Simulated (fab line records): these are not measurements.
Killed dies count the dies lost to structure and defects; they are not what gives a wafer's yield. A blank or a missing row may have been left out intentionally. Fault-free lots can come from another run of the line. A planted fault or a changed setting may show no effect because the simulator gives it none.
fab line records	flow berkeley-cmos170
record lots=13	wafers=39	last-day=11
route steps=331 shown SCREENOX@102 FIELD@126 GATE@131
lots that met no fault: taken from a fault-free run of the same line
start-h: hours from the record's first day to the start of the lot's first wafer shown	wait-h: time in hours since the lot's previous step	" unchanged from the row above	L1.1+2: one row covering several wafers at once	- either no value or no given start	* or withheld: withheld	< > ~ a bound
route shown NAME@n: names a module that has steps shown in the file, with the first one's number in the route	usual: mean/standard deviation taken from wafers without a fault	same: alike in all rows	chamber/n: place in a boat	sites: per-site readings	_std_site: the standard deviation of these	_edge_site: the outer-site mean with the inner-site mean subtracted	radius-mm: how far each site lies from the wafer's centre	mask NAME#n: copy n	behind: tool/chamber where the wafer was last shaped	hold: cause of the lot's hold/its duration in hours/its outcome	device: which transistor (n, p or np) failed to switch	end of line: tests of these same wafers at the route's end	a step given without rows: its recipe and nothing more	killed: at the first sort, the dies lost to defects and structure; wafer yield is something else	map: shows each die of a wafer: x if killed, . if not, _ if none is there
set.NAME: the setting that was run; set.NAME@STEP: the one run at that earlier step	model.NAME: the simulator's own value behind a step, which no gauge read
route steps across a sampled set of lots; one table per step, one row per wafer
services: from which hour (start-h, from the record's first day; less than 0 if before it) a tool's chamber was out of use, for how many hours, and why
## steps
# step UCB170_SCREENOX_THK_MEAS_02
# recipe reads=SiO2_of_SCREENOX_OXIDATION_01
# usual SCREENOX_OXIDE_THK=14.4/0.3
lot.wafer	tool	chamber	start-h	wait-h	SCREENOX_OXIDE_THK[nm]
L835.2	film-metro-04	-	103.32	0.0	14.4
L835.5	"	-	"	"	14.4
L835.6	"	-	"	"	14.4
L836.2	film-metro-02	-	103.32	0.0	14.8
L836.4	"	-	"	"	14.9
L836.6	"	-	"	"	14.5
L838.1	film-metro-02	-	108.02	0.0	14.7
L838.5	"	-	"	"	14.7
L838.6	"	-	"	"	14.7
L837.3	film-metro-04	-	108.05	0.0	14.2
L837.5	"	-	"	"	14.4
L837.6	"	-	"	"	14.4
L843.1	film-metro-04	-	140.44	0.0	14.1
L843.4	"	-	"	"	14.3
L843.5	"	-	"	"	14.3
L844.3	film-metro-04	-	151.08	0.0	13.7
L844.4	"	-	"	"	13.9
L844.5	"	-	"	"	13.9
L845.3	film-metro-02	-	156.97	0.0	14.5
L845.4	"	-	"	"	14.4
L845.6	"	-	"	"	14.5
L847.1	film-metro-02	-	175.97	0.0	14.6
L847.3	"	-	"	"	14.6
L847.5	"	-	"	"	14.2
L849.1	film-metro-01	-	175.97	0.0	14.6
L849.4	"	-	"	"	14.9
L849.6	"	-	"	"	15.1
L852.2	film-metro-01	-	185.97	0.0	14.4
L852.5	"	-	"	"	14.4
L852.6	"	-	"	"	14.5
L851.3	film-metro-02	-	185.98	0.0	14.7
L851.5	"	-	"	"	14.8
L851.6	"	-	"	"	14.3
L850.1	film-metro-02	-	186.02	0.1	14.5
L850.5	"	-	"	"	14.4
L850.6	"	-	"	"	14.2
L853.1	film-metro-04	-	193.22	0.0	14.5
L853.4	"	-	"	"	14.5
L853.5	"	-	"	"	14.4
# step UCB170_FIELD_THK_MEAS_91
# recipe reads=SiO2_of_FIELD_OXIDATION_01
# usual FIELD_OXIDE_LEFT_2_THK=356/12
lot.wafer	tool	chamber	start-h	wait-h	FIELD_OXIDE_LEFT_2_THK[nm]
L835.2	film-metro-03	-	110.39	0.0	357
L835.5	"	-	"	"	357
L835.6	"	-	"	"	345
L836.2	film-metro-02	-	110.51	0.0	346
L836.4	"	-	"	"	355
L836.6	"	-	"	"	350
L838.1	film-metro-03	-	114.15	0.0	372
L838.5	"	-	"	"	373
L838.6	"	-	"	"	379
L837.3	film-metro-02	-	114.59	0.0	378
L837.5	"	-	"	"	362
L837.6	"	-	"	"	366
L843.1	film-metro-02	-	148.97	0.0	348
L843.4	"	-	"	"	356
L843.5	"	-	"	"	353
L844.3	film-metro-02	-	162.56	0.0	340
L844.4	"	-	"	"	352
L844.5	"	-	"	"	343
L845.3	film-metro-01	-	165.27	0.0	379
L845.4	"	-	"	"	376
L845.6	"	-	"	"	369
L847.1	film-metro-01	-	182.10	0.0	356
L847.3	"	-	"	"	357
L847.5	"	-	"	"	348
L849.1	film-metro-02	-	182.10	0.0	361
L849.4	"	-	"	"	357
L849.6	"	-	"	"	347
L851.3	film-metro-02	-	195.95	0.0	360
L851.5	"	-	"	"	364
L851.6	"	-	"	"	357
L850.1	film-metro-02	-	196.20	0.0	353
L850.5	"	-	"	"	365
L850.6	"	-	"	"	351
L852.2	film-metro-03	-	196.49	0.0	360
L852.5	"	-	"	"	352
L852.6	"	-	"	"	356
L853.1	film-metro-03	-	200.47	0.0	362
L853.4	"	-	"	"	370
L853.5	"	-	"	"	363
# step UCB170_GATE_THK_MEAS_05
# recipe reads=poly-Si_of_GATE_CVD_04
# usual GATE_POLY_THK=213.8/1.9
lot.wafer	tool	chamber	start-h	wait-h	GATE_POLY_THK[nm]
L838.1	film-metro-04	-	122.31	0.0	213.0
L838.5	"	-	"	"	213.1
L838.6	"	-	"	"	214.3
L836.2	film-metro-03	-	122.32	0.0	215.0
L836.4	"	-	"	"	216.4
L836.6	"	-	"	"	215.0
L835.2	film-metro-04	-	122.38	0.1	213.7
L835.5	"	-	"	"	213.8
L835.6	"	-	"	"	216.0
L837.3	film-metro-03	-	122.39	0.1	217.8
L837.5	"	-	"	"	217.2
L837.6	"	-	"	"	216.5
L843.1	film-metro-03	-	159.39	0.0	213.3
L843.4	"	-	"	"	213.4
L843.5	"	-	"	"	213.7
L844.3	film-metro-04	-	173.02	0.0	213.8
L844.4	"	-	"	"	212.5
L844.5	"	-	"	"	212.5
L845.3	film-metro-01	-	179.54	0.0	213.2
L845.4	"	-	"	"	213.6
L845.6	"	-	"	"	212.5
L847.1	film-metro-01	-	192.97	0.0	214.6
L847.3	"	-	"	"	212.3
L847.5	"	-	"	"	213.7
L849.1	film-metro-04	-	192.97	0.0	215.6
L849.4	"	-	"	"	213.7
L849.6	"	-	"	"	216.9
L850.1	film-metro-03	-	206.91	0.0	212.6
L850.5	"	-	"	"	210.6
L850.6	"	-	"	"	212.6
L852.2	film-metro-04	-	206.91	0.0	214.9
L852.5	"	-	"	"	213.1
L852.6	"	-	"	"	213.8
L851.3	film-metro-01	-	206.92	0.0	212.0
L851.5	"	-	"	"	211.4
L851.6	"	-	"	"	212.1
L853.1	film-metro-03	-	212.91	0.0	218.0
L853.4	"	-	"	"	216.1
L853.5	"	-	"	"	215.1
# step UCB170_GATE_EXPOSE_09
# recipe mask-id=POLY	target-cd-nm=350	na=0.5	sigma-outer=0.6	source-shape=conventional	dose-mj=21
# same sigma-outer=0.6
lot.wafer	tool	chamber	start-h	wait-h	mask
L836.2+4+6	krf-scanner-01	0	123.18	-	POLY#0
L838.1+5+6	krf-scanner-02	0	123.64	-	POLY#0
L837.3+5+6	krf-scanner-02	0	123.80	-	POLY_R1#0
L835.2+5+6	krf-scanner-02	0	123.89	-	POLY#0
L843.1+4+5	krf-scanner-01	0	161.03	-	POLY#0
L844.3+4+5	krf-scanner-01	0	173.55	-	POLY#0
L845.3+4+6	krf-scanner-01	0	180.07	-	POLY#0
L847.1+3+5	krf-scanner-02	0	193.48	-	POLY#0
L849.1+4+6	krf-scanner-02	0	193.60	-	POLY#0
L851.3+5+6	krf-scanner-02	0	207.58	-	POLY#0
L852.2+5+6	krf-scanner-02	0	207.67	-	POLY#0
L850.1+5+6	krf-scanner-02	0	207.77	-	POLY#0
L853.1+4+5	krf-scanner-01	0	213.64	-	POLY#0
# step UCB170_GATE_CD_MEAS_12
# recipe target-cd-nm=350
# usual cd-nm=349.8/1.1
lot.wafer	tool	chamber	start-h	wait-h	cd-nm
L836.2	cd-sem-02	-	124.36	-	347.5
L836.4	"	-	"	"	349.9
L836.6	"	-	"	"	348.9
L838.1	cd-sem-02	-	124.76	-	349.5
L838.5	"	-	"	"	348.7
L838.6	"	-	"	"	348.9
L837.3	cd-sem-02	-	125.00	-	280.5
L837.5	"	-	"	"	279.6
L837.6	"	-	"	"	280.9
L835.2	cd-sem-01	-	125.09	-	350.1
L835.5	"	-	"	"	349.6
L835.6	"	-	"	"	351.3
L843.1	cd-sem-02	-	161.55	-	351.4
L843.4	"	-	"	"	349.5
L843.5	"	-	"	"	348.5
L844.3	cd-sem-02	-	173.95	-	348.5
L844.4	"	-	"	"	347.8
L844.5	"	-	"	"	349.7
L845.3	cd-sem-02	-	180.46	-	351.2
L845.4	"	-	"	"	350.0
L845.6	"	-	"	"	349.3
L847.1	cd-sem-02	-	193.87	-	349.2
L847.3	"	-	"	"	351.7
L847.5	"	-	"	"	349.3
L849.1	cd-sem-01	-	193.99	-	349.0
L849.4	"	-	"	"	350.5
L849.6	"	-	"	"	348.9
L851.3	cd-sem-01	-	207.97	-	349.9
L851.5	"	-	"	"	349.3
L851.6	"	-	"	"	349.7
L852.2	cd-sem-02	-	208.07	-	348.5
L852.5	"	-	"	"	348.6
L852.6	"	-	"	"	348.8
L850.1	cd-sem-01	-	208.16	-	350.4
L850.5	"	-	"	"	350.5
L850.6	"	-	"	"	351.9
L853.1	cd-sem-01	-	214.03	-	350.1
L853.4	"	-	"	"	349.7
L853.5	"	-	"	"	348.8
## services
tool	chamber	start-h	hours	kind
krf-scanner-01	-	103.93	1.0	pm
krf-scanner-01	-	139.83	3.6	pm
krf-scanner-01	-	143.39	0.8	pm
krf-scanner-02	-	144.15	1.0	pm
krf-scanner-02	-	178.43	1.3	pm
krf-scanner-01	-	182.37	4.4	pm
krf-scanner-01	-	199.51	1.3	pm
krf-scanner-01	0	203.49	-	calibration
krf-scanner-01	-	208.69	0.9	repair
## key
first-sign step=UCB170_GATE_EXPOSE_09	reading=mask	direction=changed
effect step=UCB170_GATE_CD_MEAS_12	reading=cd-nm	direction=down	sigmas=65	usual=349.8	struck=280.4
met-at UCB170_GATE_EXPOSE_09
struck-lots L837
later-rows-left-out L837.3,L837.5,L837.6
sort-left-out L837.3,L837.5,L837.6
tester-left-out L837
not-acting-at UCB170_SCREENOX_THK_MEAS_02,UCB170_FIELD_THK_MEAS_91,UCB170_GATE_THK_MEAS_05
onset-between 123.64 123.80
fault kind=wrong-mask	tool=any	chamber=-	onset-h=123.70	steps=UCB170_GATE_EXPOSE_09	aux-copy=POLY_R1#0	cd-offset-nm=-70	scope=struck-lots-only
# tester-left-out: of these lots the tester's yield and bins aren't shown, on N5 and GAA mostly nor the transistor test; their killed dies are dies lost to structure and defects alone, not to doping, threshold or leakage, so they don't give the yield
# sort-left-out: the simulated sort isn't trusted on such a fault, so these wafers' sort isn't shown, and their yield isn't known
# later-rows-left-out: the simulator's readings of these wafers behind a module that went badly wrong aren't trusted and aren't shown, but for the sort
